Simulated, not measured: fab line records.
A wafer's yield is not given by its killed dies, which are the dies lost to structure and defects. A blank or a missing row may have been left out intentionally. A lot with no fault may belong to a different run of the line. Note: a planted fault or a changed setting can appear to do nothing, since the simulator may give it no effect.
A struck lot beside a sound one :: flow rit_cmos :: 44 steps out of a route of 202
Sound: the wafers L500.2, L500.4, L500.6. Wafers struck: L494.2, L494.3, L494.5. The cause comes at the end.
Per side, at each step with rows, come the tool, then ch with its chambers, and then its first start. Under that, the readings that differ: sound wafers :: struck wafers :: difference of the means :: sigmas: that difference in standard deviations of wafers without a fault.
alike: same words and numbers on both sides, and readings whose means sit less than 2 such deviations apart. not compared: any withheld reading, any reading some wafer has no value for, any bound like >300 that may hide the same value, and any number with overlapping values for which the record gives no deviation.
The two part at a step that has a row with sigmas, a row that says differs or no value, or rows on one side only. Non-overlapping numbers with no deviation appear without sigmas and do not part them. Lack of a reading on every wafer of one side parts them only where that side has two or more wafers.

first, 4 steps without rows for these wafers: RIT_PLDD_SOFTBAKE_02 (time 60 s); RIT_PLDD_EXPOSE_03 (exposes mask M8, target cd 40900 nm); RIT_PLDD_PEB_04; RIT_PLDD_DEVELOP_05 (develop time 50 s).
RIT_PLDD_OVL_MEAS_06:
  struck on overlay-02, day 5 17:40; sound on overlay-01, day 6 15:59
  alike: PLDD_OVL
then, 2 steps without rows for these wafers: RIT_PLDD_HARDBAKE_07 (time 60 s); RIT_PLDD_IMPLANT_08.
RIT_PLDD_STRIP_09: strips in O2, time 180 s.
  sound on plasma_asher-02 ch 0,1, day 6 16:20; struck on plasma_asher-04 ch 0,1, day 5 18:08
  alike: drypump_motor_current_A
  not compared: rf_hours_counter_h
RIT_PLDD_TW_MEAS_10:
  struck on film_metro-01, day 5 18:19; sound on film_metro-02, day 6 16:31
  alike: PLDD_TW
then, 3 steps without rows for these wafers: RIT_SPACER_CLEAN_00 (cleans in SC1, time 600 s); RIT_SPACER_CLEAN_01 (cleans in dHF, time 30 s); RIT_SPACER_CLEAN_02 (cleans in SC2, time 600 s).
RIT_SPACER_CVD_03: deposits Si3N4 from SiH2Cl2/NH3, target thk 250 nm, time 3300 s.
  sound on lpcvd-01 ch 0, day 6 16:59; struck on lpcvd-02 ch 1, day 5 18:44
reading: model.Si3N4_of_SPACER_CVD_03.thk_nm (nm)
sound: 250.3 248.8 249.2
struck: 228.2 229.2 227.3
difference: -21.2
sigmas: 
RIT_SPACER_THK_MEAS_04:
  struck on film_metro-01, day 5 20:40; sound on film_metro-01, day 6 18:55
reading: SPACER_NITRIDE_THK (nm)
sound: 250.3 248.9 249.3
struck: 228.3 229.3 227.3
difference: -21.2
sigmas: -8
RIT_SPACER_ETCHBACK_05: etches Si3N4 in SF6/CHF3, stops on SiO2, target depth 250 nm, time 240 s.
  sound on rie_diel-01 ch 0,1,3, day 6 18:58; struck on rie_diel-01 ch 0,2,3, day 5 20:43
reading: oes_product_au (a.u.)
sound: 0.834 0.838 0.843
struck: 0.783 0.776 0.787
difference: -0.056
sigmas: -4

reading: model.etch.depth_nm (nm)
sound: 250.3 248.8 249.2
struck: 228.2 229.2 227.3
difference: -21.2
sigmas: 
  alike: SF6_flow_sccm, drypump_motor_current_A, rf_fwd_power_W, throttle_valve_pct
  not compared: rf_hours_counter_h
then, 6 steps without rows for these wafers: RIT_NSD_HMDS_00 (prime time 60 s); RIT_NSD_COAT_01 (resist thk 1000 nm); RIT_NSD_SOFTBAKE_02 (time 60 s); RIT_NSD_EXPOSE_03 (exposes mask M9, target cd 40700 nm); RIT_NSD_PEB_04; RIT_NSD_DEVELOP_05 (develop time 50 s).
RIT_NSD_OVL_MEAS_06:
  struck on overlay-02, day 5 21:43; sound on overlay-02, day 6 20:01
  alike: NSD_OVL
then, 2 steps without rows for these wafers: RIT_NSD_HARDBAKE_07 (time 60 s); RIT_NSD_IMPLANT_08.
RIT_NSD_STRIP_09: strips in O2, time 180 s.
  sound on plasma_asher-04 ch 0,1, day 6 20:21; struck on plasma_asher-01 ch 0,1, day 5 22:02
reading: drypump_motor_current_A (A)
sound: 6.6 6.7 6.3
struck: 5.6 5.7 5.6
difference: -0.9
sigmas: -2
  not compared: rf_hours_counter_h
RIT_NSD_TW_MEAS_10:
  struck on film_metro-02, day 5 22:14; sound on film_metro-02, day 6 20:32
  alike: NSD_TW
then, 6 steps without rows for these wafers: RIT_PSD_HMDS_00 (prime time 60 s); RIT_PSD_COAT_01 (resist thk 1000 nm); RIT_PSD_SOFTBAKE_02 (time 60 s); RIT_PSD_EXPOSE_03 (exposes mask M10, target cd 40900 nm); RIT_PSD_PEB_04; RIT_PSD_DEVELOP_05 (develop time 50 s).
RIT_PSD_OVL_MEAS_06:
  struck on overlay-01, day 5 23:08; sound on overlay-01, day 6 21:44
  alike: PSD_OVL
then, 2 steps without rows for these wafers: RIT_PSD_HARDBAKE_07 (time 60 s); RIT_PSD_IMPLANT_08.
RIT_PSD_STRIP_09: strips in O2, time 180 s.
  sound on plasma_asher-03 ch 0, day 6 22:18; struck on plasma_asher-02 ch 1, day 5 23:29
reading: drypump_motor_current_A (A)
sound: 6.04 5.99 6.02
struck: 5.25 5.27 5.27
difference: -0.75
sigmas: -3
  not compared: rf_hours_counter_h
RIT_PSD_TW_MEAS_10:
  struck on film_metro-01, day 5 23:40; sound on film_metro-02, day 6 22:29
  alike: PSD_TW
then, 3 steps without rows for these wafers: RIT_SDANNEAL_CLEAN_00 (cleans in SC1, time 600 s); RIT_SDANNEAL_CLEAN_01 (cleans in dHF, time 30 s); RIT_SDANNEAL_CLEAN_02 (cleans in SC2, time 600 s).
RIT_SDANNEAL_RTA_03: time 5 s.
  sound on rtp_anneal-02 ch 0, day 6 22:55; struck on rtp_anneal-01 ch 0, day 6 00:06
  alike: chamber_o2_ppm, wafer_temp_C_max
RIT_SDANNEAL_RS_MEAS_04: measurement is done with a four-point probe.
  struck on film_metro-02, day 6 00:10; sound on film_metro-01, day 6 22:59
  alike: PSD_RS
RIT_SILICIDE_WET_ETCH_00: etches SiO2 in BOE, target depth 14 nm, time 15 s.
  sound on wet_bench-01 ch 0, day 6 23:26; struck on wet_bench-02 ch 0, day 6 00:38
reading: model.Si3N4_of_SPACER_CVD_03.thk_nm (nm)
sound: 194.7 194 195.4
struck: 177.5 178.1 177.6
difference: -17.0
sigmas: 
RIT_M1_PROBE_99:
  struck on prober-02, day 6 07:41; sound on prober-01, day 7 06:27
reading: model.etest.nmos_0p15.r_on_ohm_um
sound: 1118 1114 1077
struck: 1198 1195 1153
difference: +79
sigmas: 

reading: model.etest.nplus_sal.width_nm (nm)
sound: 3450 3454 3430
struck: 3480 3477 3489
difference: +37
sigmas: 

reading: model.etest.nwell_pinched.rs_ohm_sq
sound: 337.2 336.2 333.6
struck: 352.1 348.4 349.9
difference: +14.5
sigmas: 

reading: model.etest.nmos_0p15.tox_inv_nm (nm)
sound: 4.473 4.499 4.589
struck: 4.335 4.382 4.321
difference: -0.174
sigmas: 

reading: model.etest.diode_nplus_comb.cj_ff_um2
sound: 2.64 2.629 2.603
struck: 2.715 2.69 2.698
difference: +0.077
sigmas: 
  alike: killed_at_contacts, killed_at_front_end, killed_dies, killed_open, killed_short
  not compared: model.etest.pplus_sal.width_nm, model.etest.pwell_pinched.rs_ohm_sq

WHERE THEY PART
Earliest at RIT_SPACER_THK_MEAS_04; latest, in this record, at RIT_PSD_STRIP_09. Later steps at which nothing parts them and some readings are alike: RIT_PSD_TW_MEAS_10, RIT_SDANNEAL_RTA_03, RIT_SDANNEAL_RS_MEAS_04, RIT_M1_PROBE_99.

WHY: what the simulator had put in
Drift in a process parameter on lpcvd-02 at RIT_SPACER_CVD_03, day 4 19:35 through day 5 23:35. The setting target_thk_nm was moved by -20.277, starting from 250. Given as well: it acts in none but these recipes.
